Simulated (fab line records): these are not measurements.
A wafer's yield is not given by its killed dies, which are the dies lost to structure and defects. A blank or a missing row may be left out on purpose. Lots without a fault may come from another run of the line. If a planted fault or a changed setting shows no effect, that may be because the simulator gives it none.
Problem report in the 8D (eight disciplines) form, filled by code | flow berkeleyCmos170 | the parts of the form that need people (team, actions taken, sign-off) are left out

== 1. PROBLEM STATEMENT ==
PWELL_TW at UCB170_PWELL_TW_MEAS_17 reads a mean of 318 on 6 wafers of 2 lots; wafers without a fault read 382 with a standard deviation of 3. That is -21 standard deviations from the usual mean.
Seen first at day 6 07:12 on filmMetro-02, wafer L842.2. At this step, 42 wafers from 14 lots have a number in the record. By rule, "out" or "out of limits" means more than 4 standard deviations away from the usual mean. All remaining wafers that have a number are taken as sound.

== 2. WHAT IT IS, WHAT IT ISN'T ==
question                    | is                         | is not
which readings at this step | PWELL_TW                   | -
which lots                  | L842, L844                 | L828, L829, L830, L831, L833, L834, L835, L837, L838, L841, L849, L850
which wafers of those lots  | all that have a number     | -
read on which gauges        | filmMetro-02, filmMetro-03 | filmMetro-01
when                        | from day 6 07:12           | up to then (27 sound wafers); but 9 sound wafers of L841, L849, L850 came after

== 3. SUSPECTS, AND WHAT RULES EACH OUT ==
Counting: a tool at a process step up to the reading stays a suspect if it ran every lot that is out and no sound lot after the first of them.
- the gauge at UCB170_PWELL_TW_MEAS_17 is ruled out. The wafers that are out were read on 2 gauges (filmMetro-02, filmMetro-03).
- implanter-04 at UCB170_PWELL_IMPLANT_15: kept. Every lot that is out went through it, starting with L842 (day 6 06:58), and after that it ran no sound lot; the last sound lot it ran before then is L835 (day 4 15:28). On those wafers its own readings are out: doseIonsCm2, faradayCurrentUA.
Left after counting: implanter-04 at UCB170_PWELL_IMPLANT_15.

== 4. THE CAUSE (what the simulator had put in) ==
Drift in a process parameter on implanter-04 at UCB170_PWELL_IMPLANT_15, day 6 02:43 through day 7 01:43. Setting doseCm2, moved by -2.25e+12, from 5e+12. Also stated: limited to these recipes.
This tool alone remained once counting was done.

== 5. THE EFFECT CHAIN, in route order ==
One row per reading whose mean, taken over the struck wafers that have a number, lies over 3 standard deviations from the usual. Only readings whose record carries a usual standard deviation are examined. hours: median over the lots of the time between each lot's start at the first step of this table that gives one and its start at this step. sigmas: the change, counted in usual standard deviations.
hours | step                    | reading          | usual | on struck wafers | change | sigmas
0     | UCB170_PWELL_IMPLANT_15 | doseIonsCm2      | 5e+12 | 3e+12            | -2e+12 | -99 or more
0     | UCB170_PWELL_IMPLANT_15 | faradayCurrentUA | 15.9  | 8.8              | -7.1   | -21
0     | UCB170_PWELL_TW_MEAS_17 | PWELL_TW         | 382   | 318              | -64    | -21
The process steps in it:
- UCB170_PWELL_IMPLANT_15
Later measuring or inspecting steps at which every struck wafer that the step has a row for has a number for every such reading, and none has moved that far: UCB170_M2_CD_MEAS_15.

== 6. HOW IT WOULD HAVE BEEN CAUGHT EARLIER ==
Counted from the fault's start at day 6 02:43, it took 4 hours until the first out-of-limits reading at a measuring or inspecting step in this record, taken at day 6 07:12.
At UCB170_PWELL_IMPLANT_15, the tool's own readings (doseIonsCm2, faradayCurrentUA) were out on each struck wafer the step has a row for, so an alarm limit on them would have fired on the first such wafer.
Lots out: 2; of these, L844 started UCB170_PWELL_IMPLANT_15 on implanter-04 after day 6 07:12. It would have been spared by a hold on the tool at that moment.
